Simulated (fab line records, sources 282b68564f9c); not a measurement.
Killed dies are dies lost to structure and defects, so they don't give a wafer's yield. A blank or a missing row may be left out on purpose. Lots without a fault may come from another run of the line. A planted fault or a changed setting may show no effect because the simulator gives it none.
Which tool did it? | flow rit_cmos | 7 lots, 21 wafers sampled, at 2 steps of a route of 202

WHAT THE GAUGES READ, wafer by wafer
RIT_PRETRO_OVL_MEAS_06.
lot  | measured    | on         | PRETRO_OVL (nm)
L815 | day 2 17:44 | overlay-02 | -4.4 -4.0 -3.7
L818 | day 3 11:56 | overlay-01 | -3.1 -3.5 -3.1
L821 | day 3 23:43 | overlay-02 | -0.8 -2.2 -3.1
L825 | day 4 19:01 | overlay-01 | - - -
L828 | day 5 12:08 | overlay-02 | -3.4 -1.1 -3.0
L830 | day 5 22:38 | overlay-02 | -1.2 -2.8 -2.6
L836 | day 7 05:01 | overlay-02 | -3.6 -2.4 -2.3

WHICH TOOL RAN EACH LOT (tool, then ch and the chambers of the sampled wafers, then the start)
lot  | RIT_PRETRO_COAT_01
L815 | litho_track-03 ch 0, day 2 17:02
L818 | litho_track-03 ch 0, day 3 11:12
L821 | litho_track-03 ch 0, day 3 22:57
L825 | litho_track-02, day 4 18:09
L828 | litho_track-03 ch 0, day 5 11:26
L830 | litho_track-03 ch 0, day 5 21:54
L836 | litho_track-03 ch 0, day 7 03:52
- RIT_PRETRO_COAT_01: resist thk 1300 nm.

THE ANSWER, worked out from the rows above alone
Rule: what is usual is taken from the lots themselves. Put in order of their means at a reading, lots are off if they are a third of the lots or fewer, leave a main group of 4 or more, and stand apart from it by a gap of 3 or more times the standard deviation of the main group's means; of several such gaps the widest counts. A main group whose means are all the same, to the digits that the tables above print for the reading, isn't used. A lot without any number at a reading at which 4 lots or more have one is off too. The other lots that the step has rows for count as sound.
Off: L825, at RIT_PRETRO_OVL_MEAS_06 (PRETRO_OVL). Without a number there: L825. The main group: mean -2.8 nm, standard deviation 0.68.
A tool fits if, at a process step before that reading, it ran every lot that is off, and no sound lot after the first of them. The gauges at RIT_PRETRO_OVL_MEAS_06 are tried like those tools. Can't be told from this: 2 tools fit, litho_track-02 at RIT_PRETRO_COAT_01, overlay-01 at RIT_PRETRO_OVL_MEAS_06.

WHAT THE SIMULATOR HAD PUT IN
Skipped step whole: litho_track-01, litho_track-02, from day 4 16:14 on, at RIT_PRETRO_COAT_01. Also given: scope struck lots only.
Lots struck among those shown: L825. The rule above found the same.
